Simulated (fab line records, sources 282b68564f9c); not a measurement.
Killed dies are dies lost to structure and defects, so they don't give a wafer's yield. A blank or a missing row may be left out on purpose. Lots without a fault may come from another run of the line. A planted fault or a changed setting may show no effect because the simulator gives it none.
A struck lot beside a sound one | flow rit_cmos | 18 steps out of a route of 202
Sound: wafers L374.1, L374.3, L374.5. Struck: wafers L379.1, L379.4, L379.5. The cause comes at the end.
At each step with rows: each side's tool, then ch and its chambers, then its first start. Under that, the readings that differ: sound wafers | struck wafers | difference of the means | sigmas: that difference in standard deviations of wafers without a fault.
alike: readings whose means differ by less than 2 such deviations, and words and numbers that are the same on both sides. not compared: withheld readings, readings that some wafer has no value for, bounds like >300 that may hide the same value, and numbers for which the record gives no deviation and whose values overlap.
The two part at a step that has a row with sigmas, a row that says differs or no value, or rows on one side only. Numbers that don't overlap but have no deviation are shown without sigmas and don't part them. A reading that every wafer of one side lacks parts them only if that side has two wafers or more.

first, 1 step without rows for these wafers: RIT_GATE_HARDBAKE_18 (time 60 s).
RIT_GATE_ETCH_19: etches poly-Si in SF6/CHF3/O2, stops on SiO2, time 165 s, target depth 312.5 nm.
  sound on rie_si-01 ch 1,3, day 6 02:52; struck on rie_si-02 ch 1,2,3, day 7 07:33
  alike: drypump_motor_current_A, oes_product_au, throttle_valve_pct
  not compared: rf_hours_counter_h
RIT_GATE_STRIP_20: strips in O2, time 180 s.
  sound on plasma_asher-01 ch 0,1, day 6 02:59; struck on plasma_asher-02 ch 0,1, day 7 07:40
  alike: drypump_motor_current_A
  not compared: rf_hours_counter_h
RIT_GATE_CD_MEAS_90: target cd 150 nm.
  sound on cd_sem-01, day 6 03:10; struck on cd_sem-01, day 7 07:50
  alike: cd_nm
then, 4 steps without rows for these wafers: RIT_REOX_CLEAN_00 (cleans in SC1, time 600 s); RIT_REOX_CLEAN_01 (cleans in dHF, time 30 s); RIT_REOX_CLEAN_02 (cleans in SC2, time 586.1 s); RIT_REOX_OXIDATION_03 (target thk 25.2 nm, ox time 5580 s).
RIT_REOX_THK_MEAS_04:
  sound on film_metro-01, day 6 07:10; struck on film_metro-01, day 7 11:28
  alike: REOX_OXIDE_THK
then, 3 steps without rows for these wafers: RIT_NLDD_HMDS_00 (prime time 60 s); RIT_NLDD_COAT_01 (resist thk 1000 nm); RIT_NLDD_SOFTBAKE_02 (time 60 s).
RIT_NLDD_EXPOSE_03: exposes mask M7, target cd 40700 nm.
  sound on iline_stepper-02 ch 0, day 6 07:42; struck on iline_stepper-01 ch 0, day 7 12:06
  reading                      | sound             | struck               | difference | sigmas
  model.NLDD.overlay_x_nm (nm) | 1.514 1.514 1.514 | -298.9 -298.9 -298.9 | -300.4     |
  alike: mask
then, 2 steps without rows for these wafers: RIT_NLDD_PEB_04; RIT_NLDD_DEVELOP_05 (develop time 50 s).
RIT_NLDD_OVL_MEAS_06:
  sound on overlay-02, day 6 08:06; struck on overlay-02, day 7 12:30
  reading       | sound          | struck               | difference | sigmas
  NLDD_OVL (nm) | -1.0 -1.2 -0.1 | -300.0 -299.8 -298.9 | -298.8     | -99 or more
then, 1 step without rows for these wafers: RIT_NLDD_HARDBAKE_07 (time 60 s).
RIT_M1_PROBE_99:
  sound on prober-02, day 6 23:43; struck on prober-01, day 8 04:41
  reading                        | sound          | struck         | difference | sigmas
  model.etest.nldd.width_nm (nm) | 3155 3156 3142 | 2963 2970 2971 | -183       |
  alike: killed_at_contacts, killed_at_front_end, killed_dies, killed_open, killed_short
  not compared: model.etest.nldd.line_ohm_um

WHERE THEY PART
Only at RIT_NLDD_OVL_MEAS_06, within this record. Later steps at which nothing parts them and some readings are alike: RIT_M1_PROBE_99.

WHY: what the simulator had put in
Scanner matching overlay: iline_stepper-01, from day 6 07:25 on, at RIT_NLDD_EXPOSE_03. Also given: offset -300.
